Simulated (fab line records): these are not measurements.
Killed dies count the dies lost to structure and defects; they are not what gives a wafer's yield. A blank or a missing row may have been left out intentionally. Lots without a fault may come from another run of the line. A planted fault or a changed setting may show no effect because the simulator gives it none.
Which tool is to blame? | flow rit_cmos | 14 lots with 41 wafers sampled at 2 steps, on a route of 202 steps

## WHAT THE GAUGES READ, wafer by wafer
The record lacks any reading of a measuring or inspecting step that a usual standard deviation could be used to judge.

## WHICH TOOL RAN EACH LOT (tool, then ch and the chambers of the sampled wafers, then the start)
lot  | RIT_M1_METAL_ETCH_12             | RIT_M1_PROBE_99
L530 | rie_metal-01 ch 0,1, day 3 11:55 | prober-02, day 3 14:56
L531 | rie_metal-04 ch 0,1, day 3 15:16 | prober-01, day 3 17:34
L532 | rie_metal-03 ch 0,1, day 3 18:37 | prober-02, day 3 21:13
L533 | rie_metal-01 ch 0,1, day 4 01:20 | prober-01, day 4 03:57
L537 | rie_metal-04 ch 0,1, day 4 21:41 | prober-01, day 5 00:22
L541 | rie_metal-03 ch 0,1, day 5 16:44 | prober-01, day 5 19:44
L544 | rie_metal-03 ch 0,1, day 6 05:51 | prober-02, day 6 08:09
L545 | rie_metal-01 ch 0,1, day 6 12:27 | prober-01, day 6 14:56
L546 | rie_metal-04 ch 0,1, day 6 16:20 | prober-02, day 6 18:40
L547 | rie_metal-01 ch 0,1, day 6 20:20 | prober-01, day 6 22:37
L548 | rie_metal-04 ch 0,1, day 7 01:10 | prober-02, day 7 04:38
L549 | rie_metal-01 ch 1, day 7 06:10   | prober-01, day 7 09:43
L550 | rie_metal-04 ch 0,1, day 7 11:19 | prober-02, day 7 13:50
L552 | rie_metal-01 ch 0,1, day 7 21:35 | prober-02, day 7 23:53
- RIT_M1_METAL_ETCH_12: etches Al in Cl2/BCl3, stops on SiO2, time 165 s, target depth 600 nm.
- RIT_M1_PROBE_99

## AS READ BY THE TOOLS THEMSELVES (means over the sampled wafers that have a number; for cases with no such wafer, the mark the record gives instead)
RIT_M1_METAL_ETCH_12. Usual: bcl3_flow_sccm 50.00 sccm, standard deviation 0.13; chamber_pressure_mTorr 99.99 mTorr, standard deviation 0.098; drypump_motor_current_A 5.24 A, standard deviation 0.3; oes_product_au 0.771 a.u., standard deviation 0.016; throttle_valve_pct 8.24 %, standard deviation 0.11.
lot  | tool         | bcl3_flow_sccm (sccm) | chamber_pressure_mTorr (mTorr) | drypump_motor_current_A (A) | oes_product_au (a.u.) | throttle_valve_pct (%) | flag
L530 | rie_metal-01 | 50.04                 | 99.93                          | 5.25                        | 0.768                 | 8.30                   |
L531 | rie_metal-04 | 49.89                 | 99.95                          | 5.04                        | 0.781                 | 8.09                   |
L532 | rie_metal-03 | 50.05                 | 100.11                         | 5.45                        | 0.754                 | 8.36                   |
L533 | rie_metal-01 | 50.02                 | 99.94                          | 5.24                        | 0.772                 | 8.30                   |
L537 | rie_metal-04 | 50.11                 | 99.97                          | 5.06                        | 0.780                 | 8.07                   |
L541 | rie_metal-03 | 49.98                 | 125.08                         | 5.31                        | 0.750                 | 8.35                   | OFF
L544 | rie_metal-03 | 49.93                 | 133.41                         | 5.19                        | 0.746                 | 8.33                   | OFF
L545 | rie_metal-01 | 49.89                 | 99.99                          | 5.28                        | 0.780                 | 8.28                   |
L546 | rie_metal-04 | 49.96                 | 99.97                          | 5.28                        | 0.790                 | 8.13                   |
L547 | rie_metal-01 | 49.89                 | 99.98                          | 5.27                        | 0.766                 | 8.27                   |
L548 | rie_metal-04 | 49.98                 | 100.04                         | 5.28                        | 0.775                 | 8.13                   |
L549 | rie_metal-01 | 50.05                 | 99.92                          | 5.21                        | 0.773                 | 8.32                   |
L550 | rie_metal-04 | 49.99                 | 100.01                         | 5.28                        | 0.784                 | 8.14                   |
L552 | rie_metal-01 | 49.83                 | 99.95                          | 5.26                        | 0.771                 | 8.29                   |

RIT_M1_PROBE_99. Usual: defect_limited_yield 97.4 %, standard deviation 1.2; killed_at_M0_to_M3 0.0, standard deviation 0.14; killed_at_front_end 7, standard deviation 3.2; killed_dies 7, standard deviation 3.2; killed_on_rim 1.6, standard deviation 1.2; killed_open 3.2, standard deviation 2.1; killed_short 3.7, standard deviation 2.1; sort_bin_3_pad_short 0.1 %, standard deviation 0.2; sort_bin_5_function 1.5 %, standard deviation 0.79; sort_bin_6_memory 1.0 %, standard deviation 0.68; sort_n_pass 257, standard deviation 3.2; sort_yield_pct 97.4 %, standard deviation 1.2.
lot  | tool      | defect_limited_yield (%) | killed_at_M0_to_M3 | killed_at_front_end | killed_dies | killed_on_rim | killed_open | killed_short | sort_bin_3_pad_short (%) | sort_bin_5_function (%) | sort_bin_6_memory (%) | sort_n_pass | sort_yield_pct (%) | flag
L530 | prober-02 | 96.0                     | 0.0                | 11                  | 11          | 2.0           | 5.3         | 5.3          | 0.5                      | 2.2                     | 1.4                   | 253         | 96.0               |
L531 | prober-01 | 98.2                     | 0.0                | 5                   | 5           | 1.0           | 2.0         | 2.7          | 0.0                      | 1.0                     | 0.7                   | 259         | 98.2               |
L532 | prober-02 | 98.0                     | 0.0                | 5                   | 5           | 1.7           | 2.0         | 3.3          | 0.0                      | 1.4                     | 0.7                   | 259         | 98.0               |
L533 | prober-01 | 96.9                     | 0.0                | 8                   | 8           | 1.7           | 3.3         | 4.7          | 0.1                      | 2.0                     | 0.9                   | 256         | 96.9               |
L537 | prober-01 | 96.7                     | 0.0                | 9                   | 9           | 2.0           | 3.3         | 5.3          | 0.0                      | 1.8                     | 1.5                   | 255         | 96.7               |
L541 | prober-01 | 98.1                     | 0.0                | 5                   | 5           | 0.0           | 2.0         | 3.0          | 0.0                      | 1.5                     | 0.4                   | 259         | 98.1               |
L544 | prober-02 | 99.2                     | 0.0                | 2                   | 2           | 1.0           | 1.7         | 0.3          | 0.0                      | 0.7                     | 0.1                   | 262         | 99.2               |
L545 | prober-01 | 97.7                     | 0.3                | 6                   | 6           | 1.7           | 3.0         | 3.0          | 0.1                      | 1.4                     | 0.8                   | 258         | 97.7               |
L546 | prober-02 | 97.9                     | 0.0                | 6                   | 6           | 1.0           | 4.0         | 1.7          | 0.0                      | 1.2                     | 1.0                   | 258         | 97.9               |
L547 | prober-01 | 98.0                     | 0.0                | 5                   | 5           | 0.7           | 2.7         | 2.7          | 0.1                      | 0.9                     | 1.0                   | 259         | 98.0               |
L548 | prober-02 | 97.8                     | 0.0                | 6                   | 6           | 2.3           | 3.0         | 2.7          | 0.3                      | 1.2                     | 0.8                   | 258         | 97.8               |
L549 | prober-01 | 95.6                     | 0.0                | 12                  | 12          | 3.0           | 5.0         | 6.0          | 0.1                      | 2.5                     | 1.8                   | 252         | 95.6               |
L550 | prober-02 | 98.2                     | 0.0                | 5                   | 5           | 1.0           | 2.3         | 2.3          | 0.0                      | 1.0                     | 0.8                   | 259         | 98.2               |
L552 | prober-02 | 97.4                     | 0.0                | 7                   | 7           | 2.0           | 2.3         | 4.7          | 0.4                      | 1.4                     | 0.9                   | 257         | 97.4               |

## THE ANSWER, worked out from the rows above alone
Rule: take the mean of a lot's wafers that have a number; if it is more than 3 standard deviations from the usual mean, the lot is off. A lot without any number at a reading at which 4 lots or more have one is off too. All remaining lots with rows at the step are treated as sound. After the gauges, taken in route order, come the tools' own readings; for these a lot's mean is taken, as printed above. The first step at which some lot is off is used, and at that step the reading that is off furthest; a lot without a number counts as furthest.
Off, at RIT_M1_METAL_ETCH_12 on chamber_pressure_mTorr: L541, L544.
If a tool, at that step or one of the process steps before it, ran each lot that is off and ran no sound lot following the first of them, it fits. One fits: rie_metal-03 at RIT_M1_METAL_ETCH_12. Its last sound lot is L532 (day 3 18:37), its first lot that is off L541 (day 5 16:44): a fault that began between those two fits.
On the lots that are off, the tool's own readings at RIT_M1_METAL_ETCH_12 differ by more than 5 times the standard deviation of the sound lots' means, which bears it out; chamber_pressure_mTorr reads 129.25 mTorr there versus 99.98 mTorr on the sound lots.

## WHAT THE SIMULATOR HAD PUT IN
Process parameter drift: rie_metal-03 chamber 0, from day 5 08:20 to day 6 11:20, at RIT_M1_METAL_ETCH_12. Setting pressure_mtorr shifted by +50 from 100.
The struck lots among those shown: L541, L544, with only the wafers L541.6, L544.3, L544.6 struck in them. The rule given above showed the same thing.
